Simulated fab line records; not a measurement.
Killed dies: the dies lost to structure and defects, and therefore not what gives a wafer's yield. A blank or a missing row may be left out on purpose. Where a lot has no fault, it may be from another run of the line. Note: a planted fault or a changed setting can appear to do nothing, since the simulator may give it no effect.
A struck lot beside a sound one ; flow rit cmos ; 18 steps out of a route of 202
Sound: the wafers L236.1, L236.2, L236.3. The struck wafers were L245.1, L245.3, L245.6. Last of all comes the cause.
Order at every step that has rows: each side's tool, ch and its chambers, its first start. Under that, the readings that differ: sound wafers ; struck wafers ; difference of the means ; sigmas: that difference in standard deviations of wafers without a fault.
alike: same words and numbers on both sides, and readings whose means sit less than 2 such deviations apart. not compared: any withheld reading, any reading some wafer has no value for, any bound like >300 that may hide the same value, and any number with overlapping values for which the record gives no deviation.
Wherever a step has rows on one side only, a row that says differs or no value, or a row with sigmas, the two part there. Non-overlapping numbers with no deviation appear without sigmas and do not part them. Lack of a reading on every wafer of one side parts them only where that side has two or more wafers.

RIT_CONTACT_OVL_MEAS_09:
  sound on overlay-02, day 4 05:55; struck on overlay-02, day 6 02:15
  alike: CONTACT_OVL
then, 1 step without rows for these wafers: RIT_CONTACT_HARDBAKE_10 (time 60 s).
RIT_CONTACT_ETCH_11: etches SiO2 in CHF3/CF4/Ar, stops on TiSi2, target depth 480 nm, time 320 s.
  sound on rie diel-02 ch 1,2,3, day 4 06:05; struck on rie diel-04 ch 1,2, day 6 02:26
reading;sound;struck;difference;sigmas
throttle valve pct (%);8.94 8.95 8.89;8.64 8.82 8.63;-0.23;-2
  alike: chamber pressure mTorr, drypump motor current A, oes product au
  not compared: rf hours counter h
RIT_CONTACT_STRIP_12: strips in O2, time 187.2 s.
  sound on plasma asher-02 ch 0,1, day 4 06:17; struck on plasma asher-01 ch 0,1, day 6 02:38
  alike: chamber pressure mTorr, drypump motor current A
  not compared: rf hours counter h
RIT_CONTACT_CD_MEAS_90 targets a cd of 1000 nm.
  sound on cd sem-02, day 4 06:28; struck on cd sem-02, day 6 02:48
  alike: cd nm
then, 2 steps without rows for these wafers: RIT_CONTACT_CLEAN_13 (cleans in SC1, time 600 s); RIT_CONTACT_CLEAN_14 (cleans in SC2, time 600 s).
RIT_M1_SPUTTER_00: material Al, target thk 400 nm, time 500 s.
  sound on pvd sputter-02, day 4 06:57; struck on pvd sputter-03, day 6 03:16
  alike: throttle valve pct
RIT_M1_RS_MEAS_01: a four-point-probe measurement.
  sound on film metro-03, day 4 07:14; struck on film metro-03, day 6 03:34
  alike: M1_AL_RS
RIT_M1_THK_MEAS_02: measures by xrf.
  sound on film metro-03, day 4 07:22; struck on film metro-03, day 6 03:41
  alike: M1_AL_THK
then, 2 steps without rows for these wafers: RIT_M1_HMDS_03 (prime time 60 s); RIT_M1_COAT_04 (resist thk 1317 nm).
RIT_M1_SOFTBAKE_05: time 60 s.
  sound on litho track-01 ch 0, day 4 07:43; struck on litho track-01 ch 0, day 6 04:03
reading;sound;struck;difference;sigmas
heater power total W (W);34.55 34.54 34.66;35.85 35.84 35.67;+1.20;+24
plate temp C (C);89.70 90.05 89.91;92.60 92.34 92.43;+2.57;+20
model.NOVOLAK_of_M1_COAT_04.thk nm (nm);1314 1313 1313;1312 1311 1306;-4;
then, 2 steps without rows for these wafers: RIT_M1_EXPOSE_06 (exposes mask M12, target cd 2600 nm); RIT_M1_PEB_07.
RIT_M1_DEVELOP_08: develop time 68 s.
  sound: litho track-01 ch 0; struck: litho track-04 ch 0
reading;sound;struck;difference;sigmas
model.NOVOLAK_of_M1_COAT_04.thk nm (nm);1314 1313 1313;1311 1311 1305;-4;
RIT_M1_CD_MEAS_09 targets a cd of 2600 nm.
  sound on cd sem-01, day 4 08:26; struck on cd sem-01, day 6 05:04
  alike: cd nm
RIT_M1_PROBE_99:
  sound on prober-02, day 4 11:10; struck on prober-02, day 6 07:49
  alike: defect limited yield, killed at contacts, killed at front end, killed dies, killed open, killed short, sort_bin_3_pad_short, sort_bin_5_function, sort_bin_6_memory, sort n pass, sort yield pct

== WHERE THEY PART ==
Earliest at RIT_CONTACT_ETCH_11; latest, in this record, at RIT_M1_SOFTBAKE_05. Later steps at which nothing parts them and some readings are alike: RIT_M1_CD_MEAS_09, RIT_M1_PROBE_99.

WHY: the cause the simulator had injected
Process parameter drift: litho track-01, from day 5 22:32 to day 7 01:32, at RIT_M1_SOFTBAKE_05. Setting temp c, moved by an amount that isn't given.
